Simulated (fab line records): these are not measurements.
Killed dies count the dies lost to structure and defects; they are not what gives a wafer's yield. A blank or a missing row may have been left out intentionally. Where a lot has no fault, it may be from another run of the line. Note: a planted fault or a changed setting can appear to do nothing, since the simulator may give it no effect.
Shared-tool check / flow berkeleyCmos170 / Sampled: 14 lots, 42 wafers

## THE REASON FOR OPENING IT
At UCB170_SDANNEAL_RS_MEAS_05 the reading NLDD_RS is flagged on 2 of 14 lots. No-fault wafers: 615.5 ohm/sq, standard deviation 1.5.
Rule: a lot is flagged when every wafer of it that has a number lies more than 4 standard deviations from that mean, or none has a number. The rest of the lots are taken to be sound.

lot=L854; measured=day 7 19:23; on=filmMetro-02; NLDD_RS (ohm/sq), wafer by wafer=616.5 616.1 616.9; flag=
lot=L856; measured=day 8 06:11; on=filmMetro-04; NLDD_RS (ohm/sq), wafer by wafer=616.7 616.0 617.0; flag=
lot=L855; measured=day 8 06:11; on=filmMetro-01; NLDD_RS (ohm/sq), wafer by wafer=614.5 616.3 615.1; flag=
lot=L858; measured=day 8 21:46; on=filmMetro-04; NLDD_RS (ohm/sq), wafer by wafer=616.1 615.8 617.4; flag=
lot=L857; measured=day 8 22:21; on=filmMetro-02; NLDD_RS (ohm/sq), wafer by wafer=615.9 616.6 615.7; flag=
lot=L860; measured=day 9 05:11; on=filmMetro-02; NLDD_RS (ohm/sq), wafer by wafer=616.3 616.8 615.5; flag=
lot=L864; measured=day 10 08:35; on=filmMetro-01; NLDD_RS (ohm/sq), wafer by wafer=617.2 616.9 615.5; flag=
lot=L865; measured=day 10 08:48; on=filmMetro-02; NLDD_RS (ohm/sq), wafer by wafer=615.8 614.2 613.5; flag=
lot=L863; measured=day 10 09:04; on=filmMetro-04; NLDD_RS (ohm/sq), wafer by wafer=613.8 614.0 612.3; flag=
lot=L866; measured=day 10 17:54; on=filmMetro-02; NLDD_RS (ohm/sq), wafer by wafer=614.5 616.3 612.8; flag=
lot=L871; measured=day 11 16:01; on=filmMetro-04; NLDD_RS (ohm/sq), wafer by wafer=582.7 582.6 582.8; flag=FLAGGED
lot=L873; measured=day 11 16:25; on=filmMetro-01; NLDD_RS (ohm/sq), wafer by wafer=616.5 615.6 615.8; flag=
lot=L876; measured=day 11 23:25; on=filmMetro-04; NLDD_RS (ohm/sq), wafer by wafer=585.5 585.2 583.9; flag=FLAGGED
lot=L874; measured=day 11 23:42; on=filmMetro-02; NLDD_RS (ohm/sq), wafer by wafer=615.9 616.2 616.2; flag=
The numbers of the flagged lots are 583.8 ohm/sq on average: -31.7 ohm/sq against the usual, or -21 standard deviations.

## EACH LOT AND THE TOOL IT RAN ON
The record keeps 1 process step preceding the reading, out of 331 steps on the route. Every cell lists first the tool, next ch and the chambers used by the sampled wafers, and last the start.
lot=L854; flag=; UCB170_NLDD_IMPLANT_08=implanter-03 ch 0, day 7 07:24
lot=L856; flag=; UCB170_NLDD_IMPLANT_08=implanter-02 ch 0, day 7 16:48
lot=L855; flag=; UCB170_NLDD_IMPLANT_08=implanter-03 ch 0, day 7 17:17
lot=L858; flag=; UCB170_NLDD_IMPLANT_08=implanter-03 ch 0, day 8 09:25
lot=L857; flag=; UCB170_NLDD_IMPLANT_08=implanter-04 ch 0, day 8 08:59
lot=L860; flag=; UCB170_NLDD_IMPLANT_08=implanter-02 ch 0, day 8 17:08
lot=L864; flag=; UCB170_NLDD_IMPLANT_08=implanter-02 ch 0, day 9 22:43
lot=L865; flag=; UCB170_NLDD_IMPLANT_08=implanter-03 ch 0, day 9 23:47
lot=L863; flag=; UCB170_NLDD_IMPLANT_08=implanter-02 ch 0, day 10 00:05
lot=L866; flag=; UCB170_NLDD_IMPLANT_08=implanter-03 ch 0, day 10 03:20
lot=L871; flag=FLAGGED; UCB170_NLDD_IMPLANT_08=implanter-03 ch 0, day 11 04:14
lot=L873; flag=; UCB170_NLDD_IMPLANT_08=implanter-04 ch 0, day 11 04:52
lot=L876; flag=FLAGGED; UCB170_NLDD_IMPLANT_08=implanter-03 ch 0, day 11 11:20
lot=L874; flag=; UCB170_NLDD_IMPLANT_08=implanter-02 ch 0, day 11 12:07
What is done by these steps:
- UCB170_NLDD_IMPLANT_08
- UCB170_SDANNEAL_RS_MEAS_05: measures by four-point-probe.

## FLAGGED OVER TOTAL, TOOL BY TOOL (the gauges that took the reading come last)
step=UCB170_NLDD_IMPLANT_08; tool=implanter-02; lots run=5; flagged=0; share of the flagged lots=none; sound lots run after its first flagged lot=-
step=UCB170_NLDD_IMPLANT_08; tool=implanter-03; lots run=7; flagged=2; share of the flagged lots=all; sound lots run after its first flagged lot=0
step=UCB170_NLDD_IMPLANT_08; tool=implanter-04; lots run=2; flagged=0; share of the flagged lots=none; sound lots run after its first flagged lot=-
step=UCB170_SDANNEAL_RS_MEAS_05; tool=filmMetro-01; lots run=3; flagged=0; share of the flagged lots=none; sound lots run after its first flagged lot=-
step=UCB170_SDANNEAL_RS_MEAS_05; tool=filmMetro-02; lots run=6; flagged=0; share of the flagged lots=none; sound lots run after its first flagged lot=-
step=UCB170_SDANNEAL_RS_MEAS_05; tool=filmMetro-04; lots run=5; flagged=2; share of the flagged lots=all; sound lots run after its first flagged lot=0

## WHAT THE TABLE ALLOWS
implanter-03 at UCB170_NLDD_IMPLANT_08 and filmMetro-04 at UCB170_SDANNEAL_RS_MEAS_05 are the 2 rows of the table that ran each flagged lot.
- implanter-03 at UCB170_NLDD_IMPLANT_08 ran 7 lots, 2 of them flagged. A fault beginning between L866 (day 10 03:20), its last sound lot, and L871 (day 11 04:14), its first flagged one, fits the data. Its own readings (beamEnergyKeV) fall more than 4 standard deviations out on all wafers of the flagged lots.
- filmMetro-04 at UCB170_SDANNEAL_RS_MEAS_05 ran 5 lots, 2 of them flagged. A fault beginning between L863 (day 10 09:04), its last sound lot, and L871 (day 11 16:01), its first flagged one, fits the data.
Counting lots can't tell these 2 tools apart, because each fits a fault that began at some hour. More lots, or a look at what each step does to the wafer, might.

## WHAT HAD BEEN PUT IN BY THE SIMULATOR
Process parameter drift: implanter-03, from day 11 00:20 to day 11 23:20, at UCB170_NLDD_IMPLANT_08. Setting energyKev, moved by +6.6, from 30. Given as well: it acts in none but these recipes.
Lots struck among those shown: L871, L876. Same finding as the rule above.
